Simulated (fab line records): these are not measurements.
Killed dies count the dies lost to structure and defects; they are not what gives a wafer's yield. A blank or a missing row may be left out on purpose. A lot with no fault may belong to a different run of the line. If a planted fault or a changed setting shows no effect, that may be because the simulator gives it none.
Which tool is to blame? -- flow ritCmos -- 21 wafers sampled from 7 lots at 1 step of a route of 202

## WHAT THE GAUGES SHOWED, per wafer
RIT_ACTIVE_BOW_MEAS_00.
lot,measured,on,INCOMING_BOW (um)
L767,day 1 20:01,filmMetro-01,-3 10 -1
L769,day 2 06:01,filmMetro-03,10 6 8
L771,day 2 16:02,filmMetro-02,5 -5 6
L775,day 3 12:01,filmMetro-01,-10 3 10
L780,day 4 13:01,filmMetro-02,5 7 1
L782,day 4 23:01,filmMetro-02,1 -1 -1
L788,day 6 05:02,filmMetro-03,-4 -10 -4

## TOOL THAT RAN EACH LOT (tool first, then ch and the chambers of the sampled wafers, then the start)
The record holds no process step before these readings.

## THE ANSWER, worked out from the rows above alone
Rule: what is usual is taken from the lots themselves. Put in order of their means at a reading, lots are off if they are a third of the lots or fewer, leave a main group of 4 or more, and stand apart from it by a gap of 3 or more times the standard deviation of the main group's means; of several such gaps the widest counts. The tables above print the reading to a certain number of digits; a main group whose means all agree to those digits is not used. Also off: a lot with no number at a reading for which 4 or more lots have one. Any other lot the step has rows for is counted as sound.
No lot is off at any reading shown: from this, nothing can be told.

## WHAT THE SIMULATOR PUT IN
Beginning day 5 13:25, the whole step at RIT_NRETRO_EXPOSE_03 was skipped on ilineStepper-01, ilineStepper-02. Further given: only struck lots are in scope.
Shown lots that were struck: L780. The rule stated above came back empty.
